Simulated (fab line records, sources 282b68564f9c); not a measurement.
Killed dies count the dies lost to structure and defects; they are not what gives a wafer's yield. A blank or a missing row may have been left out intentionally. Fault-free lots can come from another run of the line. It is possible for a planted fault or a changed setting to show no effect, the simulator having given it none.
Problem report in the 8D (eight disciplines) form, filled by code | flow ritCmos | the parts of the form that need people (team, actions taken, sign-off) are left out

## 1. WHAT WENT WRONG
killedAtFrontEnd at RIT_M1_PROBE_99 reads a mean of 21.3 on 3 wafers of 1 lot; wafers without a fault read 6.8 with a standard deviation of 2.8. That is +5.2 standard deviations from the usual mean.
First observed at day 6 13:44: wafer L674.1, on prober-01. Wafers with a number at this step in the record: 12, from 4 lots. The rule behind "out" and "out of limits": a value lying over 4 standard deviations away from the usual mean. All remaining wafers that have a number are taken as sound.

## 2. WHAT IT IS, AND WHAT IT ISN'T
question                    | is                                        | is not
which readings at this step | killedAtFrontEnd, killedDies, killedOnRim | killedAtContacts, killedOpen, killedShort
which lots                  | L674                                      | L666, L668, L675
which wafers of those lots  | all that have a number                    | -
read on which tools         | prober-01                                 | -
when                        | from day 6 13:44                          | up to then (9 sound wafers)

## 3. SUSPECTS, AND WHAT RULES EACH OUT
Counting: a tool at any process step up to the reading remains a suspect when it ran all the lots that are out and ran no sound lot after the first of those.
- rieDiel-01 at RIT_ACTIVE_ETCH_13 (etches Si3N4 in SF6, stops on SiO2, time 210 s, target depth 210 nm): kept. It ran the lot that is out, L674 (day 4 16:16), and no sound lot after that.
- wetBench-04 at RIT_ACTIVE_CLEAN_16 (cleans in dHF, time 30 s): kept. It ran the lot that is out, L674 (day 4 16:53), and no sound lot after that; its last sound lot up to then is L668 (day 3 07:34).
- prober-01 at RIT_M1_PROBE_99: kept. It ran the lot that is out, L674 (day 6 13:44), and no sound lot after that; its last sound lot up to then is L675 (day 6 13:29). Out on those wafers are its own readings of killedAtFrontEnd, killedDies, killedOnRim.
After the count, these remain: rieDiel-01 at RIT_ACTIVE_ETCH_13, wetBench-04 at RIT_ACTIVE_CLEAN_16 and prober-01 at RIT_M1_PROBE_99.

## 4. THE CAUSE (what the simulator had put in)
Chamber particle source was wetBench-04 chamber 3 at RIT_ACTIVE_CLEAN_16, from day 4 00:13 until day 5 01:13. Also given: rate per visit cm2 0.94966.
3 suspects survive the count, and this tool is in that group.

## 5. THE EFFECT CHAIN, in route order
Each row: a reading where the mean over the struck wafers with a number is more than 3 standard deviations away from the usual. Only readings whose record carries a usual standard deviation are examined. hours: median over the lots of the time between each lot's start at the first step of this table that gives one and its start at this step. sigmas: the change, counted in usual standard deviations.
hours | step            | reading          | usual | on struck wafers | change | sigmas
0     | RIT_M1_PROBE_99 | killedAtFrontEnd | 6.8   | 21.3             | +14.5  | +5.2
0     | RIT_M1_PROBE_99 | killedDies       | 6.9   | 21.3             | +14.4  | +5.2
0     | RIT_M1_PROBE_99 | killedOnRim      | 1.8   | 9.3              | +7.5   | +5.4
Process steps it contains:
- RIT_M1_PROBE_99

## 6. WHAT WOULD HAVE CAUGHT IT SOONER
In this record the first reading out of limits was taken at day 6 13:44, 62 hours after the fault began at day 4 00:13.
By day 6 13:44 the whole set of lots that are out, 1 in number, had already begun RIT_ACTIVE_CLEAN_16 on wetBench-04. None of them would have been spared by holding the tool at that moment.
